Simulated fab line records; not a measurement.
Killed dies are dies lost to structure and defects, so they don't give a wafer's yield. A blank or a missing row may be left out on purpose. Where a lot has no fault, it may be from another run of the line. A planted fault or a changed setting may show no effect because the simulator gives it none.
fab line records	flow berkeley-cmos170	part 1 of 2: steps 1 to 27 of 36
record lots=5	wafers=15	last-day=13
route steps=331 shown NWELL@16 PWELL@34
lots with no fault: from the same line, run without faults
start-h: start of the lot's first displayed wafer, in hours after the record's first day	wait-h: hours elapsed since this lot's preceding step	" repeats the value in the row above	L1.1+2: several wafers, shown together as one row	- no value, or no start was given	* or withheld: withheld	< > ~ a bound
route shown NAME@n: NAME is a module with steps in the file, n the number in the route of the first one	usual: mean and standard deviation over wafers with no fault	same: alike in all rows	chamber/n: place in a boat	sites: the reading at each site	_std_site: the values' standard deviation	_edge_site: inner sites' mean taken away from outer sites' mean	radius-mm: for every site, how far away it sits from the centre of the wafer	mask NAME#n: copy n	behind: the tool/chamber that last shaped the wafer	hold: why the lot was held/for how many hours/how that ended	device: the n, p or np transistor that did not switch	end of line: the tests these same wafers got at the end of their route	a step with no rows: only its recipe	killed: not the wafer's yield, but the dies lost to structure and defects at the first sort	map: shows each die of a wafer: x if killed, . if not, _ if none is there
set.NAME: setting as actually run; set.NAME@STEP: the setting as run at that earlier step	model.NAME: the simulator's own value behind a step, which no gauge read
lots at selected steps of the route; one table per step, one row per wafer
services: the hour from which a tool's chamber was out of use, counted from the record's first day as start-h (under 0 if before that day), plus the number of hours and why
## steps
# step UCB170_NWELL_THK_MEAS_02
# recipe reads=SiO2_of_NWELL_OXIDATION_01
# usual NWELL_OXIDE_THK=26.3/0.41
lot.wafer	tool	chamber	start-h	wait-h	NWELL_OXIDE_THK[nm]
L079.1	film-metro-03	-	54.93	0.0	26.5
L079.4	"	-	"	"	25.9
L079.5	"	-	"	"	26.2
L081.1	film-metro-03	-	65.80	0.0	26.7
L081.3	"	-	"	"	26.5
L081.4	"	-	"	"	26.6
L084.1	film-metro-02	-	74.46	0.0	26.5
L084.2	"	-	"	"	26.1
L084.4	"	-	"	"	26.4
L085.2	film-metro-03	-	87.49	0.0	26.6
L085.3	"	-	"	"	26.4
L085.5	"	-	"	"	26.9
L097.3	film-metro-02	-	147.15	0.0	26.5
L097.4	"	-	"	"	26.3
L097.6	"	-	"	"	26.7
# step UCB170_NWELL_ANNEAL_03
# recipe temp-c=1000	time-s=900	ambient=N2
# usual spike-tc-load-C=1026.0/2.4
lot.wafer	tool	chamber	start-h	wait-h	spike-tc-load-C
L079.1	furnace-02	0	55.46	0.5	1026.8
L079.4	"	0	"	"	1025.0
L079.5	"	0	"	"	1027.8
L081.1	furnace-02	0	70.18	4.4	1028.5
L081.3	"	0	"	"	1025.4
L081.4	"	0	"	"	1026.0
L084.1	furnace-01	0	78.05	3.6	1027.6
L084.2	"	0	"	"	1026.0
L084.4	"	0	"	"	1026.6
L085.2	furnace-01	0	93.40	5.9	1026.2
L085.3	"	0	"	"	1028.4
L085.5	"	0	"	"	1027.0
L097.3	furnace-02	0	149.74	2.6	1026.7
L097.4	"	0	"	"	1026.8
L097.6	"	0	"	"	1027.5
# step UCB170_NWELL_CVD_04
# recipe material=Si3N4	target-thk-nm=224	temp-c=800	precursor=SiH2Cl2/NH3	time-s=3360	pressure-mtorr=200	sih2cl2-flow-sccm=25	nh3-flow-sccm=75
# usual spike-tc-load-C=823.0/1.9
lot.wafer	tool	chamber	start-h	wait-h	spike-tc-load-C
L079.1	lpcvd-01	0	56.71	0.0	823.7
L079.4	"	0	"	"	821.4
L079.5	"	0	"	"	822.5
L081.1	lpcvd-01	1	72.04	0.6	824.6
L081.3	"	1	"	"	825.0
L081.4	"	1	"	"	824.6
L084.1	lpcvd-01	0	79.30	0.0	822.3
L084.2	"	0	"	"	821.7
L084.4	"	0	"	"	823.8
L085.2	lpcvd-01	0	94.65	0.0	821.7
L085.3	"	0	"	"	821.8
L085.5	"	0	"	"	821.2
L097.3	lpcvd-01	0	150.99	0.0	821.2
L097.4	"	0	"	"	822.1
L097.6	"	0	"	"	821.0
# step UCB170_NWELL_THK_MEAS_05
# recipe reads=Si3N4_of_NWELL_CVD_04
# usual NWELL_NITRIDE_THK=224.3/1.9
lot.wafer	tool	chamber	start-h	wait-h	NWELL_NITRIDE_THK[nm]
L079.1	film-metro-02	-	58.64	0.0	223.4
L079.4	"	-	"	"	224.2
L079.5	"	-	"	"	222.5
L081.1	film-metro-02	-	73.97	0.0	221.1
L081.3	"	-	"	"	222.1
L081.4	"	-	"	"	222.8
L084.1	film-metro-02	-	81.23	0.0	223.5
L084.2	"	-	"	"	224.5
L084.4	"	-	"	"	222.6
L085.2	film-metro-03	-	96.59	0.0	224.5
L085.3	"	-	"	"	224.6
L085.5	"	-	"	"	226.1
L097.3	film-metro-04	-	152.95	0.0	221.5
L097.4	"	-	"	"	223.7
L097.6	"	-	"	"	222.5
# step UCB170_NWELL_HMDS_06
# recipe prime-time-s=60	prime-temp-c=100
# usual chill-plate-temp-C=22.99/0.11
lot.wafer	tool	chamber	start-h	wait-h	chill-plate-temp-C
L079.1	litho-track-04	0	58.81	0.2	22.89
L079.4	"	0	"	"	22.75
L079.5	"	0	"	"	22.81
L081.1	litho-track-04	0	74.36	0.4	22.76
L081.3	"	0	"	"	22.94
L081.4	"	0	"	"	22.79
L084.1	litho-track-01	0	81.29	0.1	23.05
L084.2	"	0	"	"	23.04
L084.4	"	0	"	"	22.90
L085.2	litho-track-03	0	96.67	0.1	23.12
L085.3	"	0	"	"	23.14
L085.5	"	0	"	"	23.17
L097.3	litho-track-03	0	153.04	0.1	22.96
L097.4	"	0	"	"	23.07
L097.6	"	0	"	"	23.05
# step UCB170_NWELL_COAT_07
# recipe resist=KrF	spin-rpm=1500	resist-thk-nm=900
# usual chill-plate-temp-C=23.01/0.11
lot.wafer	tool	chamber	start-h	wait-h	chill-plate-temp-C
L079.1	litho-track-04	0	58.96	0.1	22.91
L079.4	"	0	"	"	23.11
L079.5	"	0	"	"	23.04
L081.1	litho-track-04	0	74.51	0.1	22.84
L081.3	"	0	"	"	22.70
L081.4	"	0	"	"	22.82
L084.1	litho-track-01	0	81.44	0.1	23.06
L084.2	"	0	"	"	23.09
L084.4	"	0	"	"	23.01
L085.2	litho-track-03	0	96.82	0.1	22.82
L085.3	"	0	"	"	23.07
L085.5	"	0	"	"	22.98
L097.3	litho-track-03	0	153.19	0.1	23.16
L097.4	"	0	"	"	22.96
L097.6	"	0	"	"	23.30
# step UCB170_NWELL_SOFTBAKE_08
# recipe resist=KrF	temp-c=130	time-s=60
# usual chill-plate-temp-C=22.99/0.1
lot.wafer	tool	chamber	start-h	wait-h	chill-plate-temp-C
L079.1	litho-track-04	0	59.11	0.1	22.95
L079.4	"	0	"	"	22.98
L079.5	"	0	"	"	23.01
L081.1	litho-track-04	0	74.66	0.1	23.13
L081.3	"	0	"	"	23.05
L081.4	"	0	"	"	23.23
L084.1	litho-track-01	0	81.59	0.1	23.01
L084.2	"	0	"	"	22.88
L084.4	"	0	"	"	22.87
L085.2	litho-track-03	0	96.97	0.1	23.06
L085.3	"	0	"	"	23.17
L085.5	"	0	"	"	23.19
L097.3	litho-track-03	0	153.34	0.1	22.91
L097.4	"	0	"	"	22.97
L097.6	"	0	"	"	22.68
# step UCB170_NWELL_EXPOSE_09
# recipe mask-id=NWELL	target-cd-nm=3000	na=0.5	sigma-outer=0.6	source-shape=conventional	dose-mj=25
# same sigma-outer=0.6
lot.wafer	tool	chamber	start-h	wait-h	mask
L079.1+4+5	krf-scanner-02	0	59.50	0.4	NWELL#0
L081.1+3+4	krf-scanner-01	0	75.04	0.4	NWELL#0
L084.1+2+4	krf-scanner-02	0	-	-	NWELL#0
L085.2+3+5	krf-scanner-02	0	97.11	0.1	NWELL#0
L097.3+4+6	krf-scanner-01	0	153.48	0.1	NWELL#0
# step UCB170_NWELL_PEB_10
# recipe peb-temp-c=130	peb-time-s=withheld	resist=KrF
# usual chill-plate-temp-C=23.00/0.11
lot.wafer	tool	chamber	start-h	wait-h	chill-plate-temp-C
L079.1	litho-track-04	0	59.71	0.2	23.11
L079.4	"	0	"	"	23.06
L079.5	"	0	"	"	23.09
L081.1	litho-track-01	0	75.63	0.6	22.98
L081.3	"	0	"	"	23.04
L081.4	"	0	"	"	22.88
L084.1	litho-track-04	0	-	-	23.00
L084.2	"	0	"	"	22.99
L084.4	"	0	"	"	22.92
L085.2	litho-track-03	0	97.57	0.4	23.08
L085.3	"	0	"	"	23.08
L085.5	"	0	"	"	23.00
L097.3	litho-track-03	0	153.60	0.1	23.03
L097.4	"	0	"	"	22.97
L097.6	"	0	"	"	22.92
# step UCB170_NWELL_DEVELOP_11
# recipe developer=TMAH	develop-time-s=45	resist=KrF	dev-temp-c=21
# usual chill-plate-temp-C=23.00/0.091
lot.wafer	tool	chamber	start-h	wait-h	chill-plate-temp-C
L079.1	litho-track-04	0	-	-	23.19
L079.4	"	0	"	"	23.16
L079.5	"	0	"	"	23.04
L081.1	litho-track-01	0	-	-	22.92
L081.3	"	0	"	"	23.11
L081.4	"	0	"	"	22.94
L084.1	litho-track-04	0	-	-	22.96
L084.2	"	0	"	"	23.01
L084.4	"	0	"	"	22.89
L085.2	litho-track-03	0	-	-	23.09
L085.3	"	0	"	"	23.04
L085.5	"	0	"	"	23.14
L097.3	litho-track-03	0	-	-	23.11
L097.4	"	0	"	"	23.02
L097.6	"	0	"	"	23.09
# step UCB170_NWELL_OVL_MEAS_12
# usual NWELL_OVL=3/5.6
lot.wafer	tool	chamber	start-h	wait-h	NWELL_OVL[nm]
L079.1	overlay-01	-	59.99	-	-5
L079.4	"	-	"	"	-11
L079.5	"	-	"	"	-5
L081.1	overlay-01	-	75.91	-	2
L081.3	"	-	"	"	3
L081.4	"	-	"	"	6
L084.1	overlay-02	-	83.37	-	2
L084.2	"	-	"	"	0
L084.4	"	-	"	"	-4
L085.2	overlay-02	-	97.83	-	-11
L085.3	"	-	"	"	-8
L085.5	"	-	"	"	-5
L097.3	overlay-01	-	153.84	-	9
L097.4	"	-	"	"	6
L097.6	"	-	"	"	4
# step UCB170_NWELL_ETCH_13
# recipe chemistry=CH3F/Ar/O2	target=Si3N4	stop-on=SiO2	CH3F_flow_sccm=20	Ar_flow_sccm=50	O2_flow_sccm=7	pressure-mtorr=50	rf-w=450	target-depth-a=2464	over-etch-frac=0.1	time-s=154
# usual chamber-pressure-mTorr=50.00/0.048	drypump-motor-current-A=5.7/0.51	oes-product-au=0.941/0.015	throttle-valve-pct=8.02/0.11
# same over-etch-frac=0.1
lot.wafer	tool	chamber	start-h	wait-h	chamber-pressure-mTorr	drypump-motor-current-A	oes-product-au	rf-hours-counter-h	throttle-valve-pct
L079.1	rie-diel-03	3	60.02	0.0	50.01	4.6	0.943	91	7.97
L079.4	"	0	"	"	50.08	6.3	0.954	0	8.03
L079.5	"	1	"	"	50.06	5.4	0.917	-	8.17
L081.1	rie-diel-03	1	75.95	0.0	50.04	5.3	0.909	163	8.15
L081.3	"	2	"	"	49.89	5.7	0.923	10	7.85
L081.4	"	3	"	"	50.07	4.6	0.934	92	7.97
L084.1	rie-diel-03	0	83.40	0.0	50.04	6.3	0.953	2	8.00
L084.2	"	1	"	"	50.06	5.3	0.924	163	8.15
L084.4	"	3	"	"	50.00	4.6	0.935	93	7.99
L085.2	rie-diel-03	3	97.86	0.0	50.03	4.6	0.935	93	7.96
L085.3	"	0	"	"	49.99	6.3	0.960	2	8.01
L085.5	"	2	"	"	49.98	5.7	0.928	-	7.83
L097.3	rie-diel-04	0	153.86	0.0	49.94	5.5	0.945	19	7.98
L097.4	"	1	"	"	49.99	5.4	0.971	4	8.03
L097.6	"	3	"	"	49.95	6.4	0.924	-	8.06
# step UCB170_NWELL_IMPLANT_14
# recipe species=P	dose-cm2=1e+13	energy-kev=151.1	tilt-deg=7
# usual beam-energy-keV=151.11/0.049	dose-ions-cm2=1.0002e+13/1e+10
lot.wafer	tool	chamber	start-h	wait-h	beam-energy-keV	dose-ions-cm2
L079.1	implanter-01	0	60.13	0.1	151.14	1.0013e+13
L079.4	"	0	"	"	151.11	9.985e+12
L079.5	"	0	"	"	151.15	9.999e+12
L081.1	implanter-02	0	76.05	0.1	151.14	1.0005e+13
L081.3	"	0	"	"	151.17	9.971e+12
L081.4	"	0	"	"	151.09	1.0003e+13
L084.1	implanter-02	0	83.51	0.1	151.15	1.0012e+13
L084.2	"	0	"	"	151.05	1.0002e+13
L084.4	"	0	"	"	151.08	1.0016e+13
L085.2	implanter-04	0	97.99	0.1	151.13	9.991e+12
L085.3	"	0	"	"	151.13	1.0008e+13
L085.5	"	0	"	"	151.12	1.0011e+13
L097.3	implanter-01	0	154.02	0.1	151.06	9.991e+12
L097.4	"	0	"	"	151.08	1.001e+13
L097.6	"	0	"	"	151.12	9.992e+12
# step UCB170_NWELL_STRIP_15
# recipe chemistry=O2	power-w=400	pressure-mtorr=3500	platen-temp-c=withheld	o2-flow-sccm=400	overash-fraction=0.5
# usual chamber-pressure-mTorr=3500/3.2	drypump-motor-current-A=5.7/0.5	oes-product-au=0.721/0.0045	strip-time-to-endpoint-s=17.99/0.069
lot.wafer	tool	chamber	start-h	wait-h	chamber-pressure-mTorr	drypump-motor-current-A	oes-product-au	rf-hours-counter-h	strip-time-to-endpoint-s
L079.1	plasma-asher-02	1	60.28	0.1	3502	5.7	0.721	31	17.98
L079.4	"	0	"	"	3500	5.6	0.726	-	17.92
L079.5	"	1	"	"	3499	5.7	0.721	-	17.94
L081.1	plasma-asher-02	1	76.20	0.1	3499	5.7	0.725	33	17.97
L081.3	"	0	"	"	3502	5.6	0.723	-	18.00
L081.4	"	1	"	"	3506	5.7	0.720	-	17.88
L084.1	plasma-asher-02	1	83.66	0.1	3501	5.7	0.718	34	17.96
L084.2	"	0	"	"	3498	5.6	0.722	34	17.94
L084.4	"	0	"	"	3502	5.6	0.721	-	17.92
L085.2	plasma-asher-03	1	98.11	0.1	3499	6.3	0.717	37	18.06
L085.3	"	1	"	"	3498	6.4	0.727	-	18.12
L085.5	"	0	"	"	3500	6.8	0.723	-	18.11
L097.3	plasma-asher-01	0	154.15	0.1	3495	6.2	0.718	-	17.94
L097.4	"	1	"	"	3505	4.9	0.725	-	18.00
L097.6	"	0	"	"	3500	6.2	0.715	-	17.91
# step UCB170_NWELL_TW_MEAS_16
# usual NWELL_TW=1258/6.5
lot.wafer	tool	chamber	start-h	wait-h	NWELL_TW
L079.1	film-metro-02	-	60.38	0.1	1261
L079.4	"	-	"	"	1260
L079.5	"	-	"	"	1264
L081.1	film-metro-03	-	76.30	0.1	1251
L081.3	"	-	"	"	1252
L081.4	"	-	"	"	1252
L084.1	film-metro-04	-	83.76	0.1	1246
L084.2	"	-	"	"	1249
L084.4	"	-	"	"	1251
L085.2	film-metro-02	-	98.22	0.1	1257
L085.3	"	-	"	"	1262
L085.5	"	-	"	"	1253
L097.3	film-metro-02	-	154.24	0.1	1261
L097.4	"	-	"	"	1256
L097.6	"	-	"	"	1258
# step UCB170_NWELL_CLEAN_17
# recipe chemistry=SPM	temp-c=120	time-s=600
lot.wafer	tool	chamber	start-h	wait-h
L079.1+4+5	wet-bench-03	2	60.45	0.1
L081.1+3+4	wet-bench-02	0	76.36	0.1
L084.1+2+4	wet-bench-03	2	83.82	0.1
L085.2+3+5	wet-bench-02	0	98.27	0.0
L097.3+4+6	wet-bench-04	0	155.23	1.0
# step UCB170_NWELL_WET_ETCH_18
# recipe chemistry=H3PO4	target=Si3N4	temp-c=160	time-s=14400
lot.wafer	tool	chamber	start-h	wait-h
L079.1+4+5	wet-bench-03	0	60.62	0.0
L081.1+3+4	wet-bench-02	3	76.55	0.0
L084.1+2+4	wet-bench-03	3	83.99	0.0
L085.2+3+5	wet-bench-02	1	98.48	0.0
L097.3+4+6	wet-bench-02	3	155.66	0.2
# step UCB170_NWELL_WET_ETCH_19
# recipe chemistry=BOE	dilution=5:1	target=SiO2	temp-c=25	time-s=22
lot.wafer	tool	chamber	start-h	wait-h
L079.1+4+5	wet-bench-03	0	64.63	0.0
L081.1+3+4	wet-bench-02	2	81.37	0.5
L084.1+2+4	wet-bench-03	2	88.01	0.0
L085.2+3+5	wet-bench-04	2	103.66	0.4
L097.3+4+6	wet-bench-04	1	159.80	0.1
# step UCB170_PWELL_CLEAN_00
# recipe chemistry=SPM	temp-c=120	time-s=600
lot.wafer	tool	chamber	start-h	wait-h
L079.1+4+5	wet-bench-03	0	64.65	0.0
L081.1+3+4	wet-bench-03	0	81.47	0.1
L084.1+2+4	wet-bench-02	0	88.12	0.1
L085.2+3+5	wet-bench-04	1	103.67	0.0
L097.3+4+6	wet-bench-04	2	160.01	0.2
# step UCB170_PWELL_CLEAN_01
# recipe chemistry=dHF	dilution=25:1	time-s=60
lot.wafer	tool	chamber	start-h	wait-h
L079.1+4+5	wet-bench-04	3	64.82	0.0
L081.1+3+4	wet-bench-03	3	81.65	0.0
L084.1+2+4	wet-bench-03	3	88.31	0.0
L085.2+3+5	wet-bench-04	2	103.85	0.0
L097.3+4+6	wet-bench-02	1	163.68	3.5
# step UCB170_PWELL_OXIDATION_02
# recipe temp-c=1000	ambient=O2	target-thk-a=264	ox-time-s=1260
# usual spike-tc-load-C=1026.0/2.4
lot.wafer	tool	chamber	start-h	wait-h	spike-tc-load-C
L079.1	furnace-02	0	67.58	2.7	1025.5
L079.4	"	0	"	"	1028.0
L079.5	"	0	"	"	1027.6
L081.1	furnace-04	0	86.81	5.1	1022.0
L081.3	"	0	"	"	1022.2
L081.4	"	0	"	"	1020.5
L084.1	furnace-02	0	94.03	5.7	1026.8
L084.2	"	0	"	"	1027.2
L084.4	"	0	"	"	1025.7
L085.2	furnace-01	0	106.93	3.1	1029.2
L085.3	"	0	"	"	1027.7
L085.5	"	0	"	"	1027.3
L097.3	furnace-02	0	167.49	3.8	1026.2
L097.4	"	0	"	"	1027.5
L097.6	"	0	"	"	1027.5
# step UCB170_PWELL_THK_MEAS_03
# recipe reads=SiO2_of_PWELL_OXIDATION_02
# usual PWELL_OXIDE_THK=26.3/0.47
lot.wafer	tool	chamber	start-h	wait-h	PWELL_OXIDE_THK[nm]
L079.1	film-metro-01	-	68.93	0.0	25.9
L079.4	"	-	"	"	26.0
L079.5	"	-	"	"	26.1
L081.1	film-metro-02	-	88.16	0.0	26.2
L081.3	"	-	"	"	25.9
L081.4	"	-	"	"	26.1
L084.1	film-metro-03	-	95.38	0.0	26.6
L084.2	"	-	"	"	26.3
L084.4	"	-	"	"	26.3
L085.2	film-metro-02	-	108.35	0.1	26.5
L085.3	"	-	"	"	27.2
L085.5	"	-	"	"	26.7
L097.3	film-metro-02	-	168.86	0.0	25.8
L097.4	"	-	"	"	26.1
L097.6	"	-	"	"	26.2
# step UCB170_PWELL_ANNEAL_04
# recipe temp-c=1000	time-s=900	ambient=N2
# usual spike-tc-load-C=1025.9/2.8
lot.wafer	tool	chamber	start-h	wait-h	spike-tc-load-C
L079.1	furnace-01	0	70.80	1.9	1029.4
L079.4	"	0	"	"	1028.0
L079.5	"	0	"	"	1026.6
L081.1	furnace-04	0	93.80	5.6	1021.4
L081.3	"	0	"	"	1021.4
L081.4	"	0	"	"	1022.3
L084.1	furnace-02	0	101.46	6.1	1025.7
L084.2	"	0	"	"	1027.2
L084.4	"	0	"	"	1027.6
L085.2	furnace-01	0	112.53	4.2	1027.5
L085.3	"	0	"	"	1028.9
L085.5	"	0	"	"	1028.7
L097.3	furnace-01	0	170.93	2.1	1029.3
L097.4	"	0	"	"	1029.0
L097.6	"	0	"	"	1027.5
# step UCB170_PWELL_CVD_05
# recipe material=Si3N4	target-thk-nm=220	temp-c=800	precursor=SiH2Cl2/NH3	time-s=3300	pressure-mtorr=200	sih2cl2-flow-sccm=25	nh3-flow-sccm=75
# usual spike-tc-load-C=824.6/2.2
lot.wafer	tool	chamber	start-h	wait-h	spike-tc-load-C
L079.1	lpcvd-02	0	72.09	0.0	824.1
L079.4	"	0	"	"	824.0
L079.5	"	0	"	"	824.5
L081.1	lpcvd-02	1	95.05	0.0	827.3
L081.3	"	1	"	"	828.8
L081.4	"	1	"	"	827.3
L084.1	lpcvd-01	0	102.71	0.0	822.2
L084.2	"	0	"	"	821.8
L084.4	"	0	"	"	822.9
L085.2	lpcvd-02	0	113.78	0.0	821.7
L085.3	"	0	"	"	824.9
L085.5	"	0	"	"	825.0
L097.3	lpcvd-01	1	172.18	0.0	823.6
L097.4	"	1	"	"	824.1
L097.6	"	1	"	"	825.1
# step UCB170_PWELL_THK_MEAS_06
# recipe reads=Si3N4_of_PWELL_CVD_05
# usual PWELL_NITRIDE_THK=220.6/2.1
lot.wafer	tool	chamber	start-h	wait-h	PWELL_NITRIDE_THK[nm]
L079.1	film-metro-02	-	74.03	0.0	223.6
L079.4	"	-	"	"	223.6
L079.5	"	-	"	"	223.5
L081.1	film-metro-03	-	96.97	0.0	219.5
L081.3	"	-	"	"	218.5
L081.4	"	-	"	"	219.3
L084.1	film-metro-03	-	105.58	0.0	219.9
L084.2	"	-	"	"	220.2
L084.4	"	-	"	"	219.0
L085.2	film-metro-03	-	115.71	0.0	220.5
L085.3	"	-	"	"	222.4
L085.5	"	-	"	"	224.0
L097.3	film-metro-03	-	175.08	0.0	216.0
L097.4	"	-	"	"	216.8
L097.6	"	-	"	"	214.4
# step UCB170_PWELL_HMDS_07
# recipe prime-time-s=60	prime-temp-c=100
# usual chill-plate-temp-C=23.02/0.1
lot.wafer	tool	chamber	start-h	wait-h	chill-plate-temp-C
L079.1	litho-track-04	0	74.81	0.8	23.19
L079.4	"	0	"	"	23.05
L079.5	"	0	"	"	22.97
L081.1	litho-track-02	0	97.03	0.1	23.04
L081.3	"	0	"	"	23.01
L081.4	"	0	"	"	23.00
L084.1	litho-track-02	0	105.64	0.1	23.00
L084.2	"	0	"	"	23.03
L084.4	"	0	"	"	22.90
L085.2	litho-track-02	0	116.01	0.3	23.01
L085.3	"	0	"	"	23.03
L085.5	"	0	"	"	23.03
L097.3	litho-track-02	0	175.85	0.8	23.01
L097.4	"	0	"	"	23.06
L097.6	"	0	"	"	23.00
# step UCB170_PWELL_COAT_08
# recipe resist=KrF	spin-rpm=1500	resist-thk-nm=900
# usual chill-plate-temp-C=22.99/0.1
lot.wafer	tool	chamber	start-h	wait-h	chill-plate-temp-C
L079.1	litho-track-04	0	74.96	0.1	22.83
L079.4	"	0	"	"	22.92
L079.5	"	0	"	"	23.04
L081.1	litho-track-02	0	97.18	0.1	22.97
L081.3	"	0	"	"	23.16
L081.4	"	0	"	"	22.91
L084.1	litho-track-02	0	105.79	0.1	22.96
L084.2	"	0	"	"	23.10
L084.4	"	0	"	"	23.01
L085.2	litho-track-02	0	116.16	0.1	22.99
L085.3	"	0	"	"	23.08
L085.5	"	0	"	"	23.09
L097.3	litho-track-02	0	176.00	0.1	23.00
L097.4	"	0	"	"	23.06
L097.6	"	0	"	"	23.02
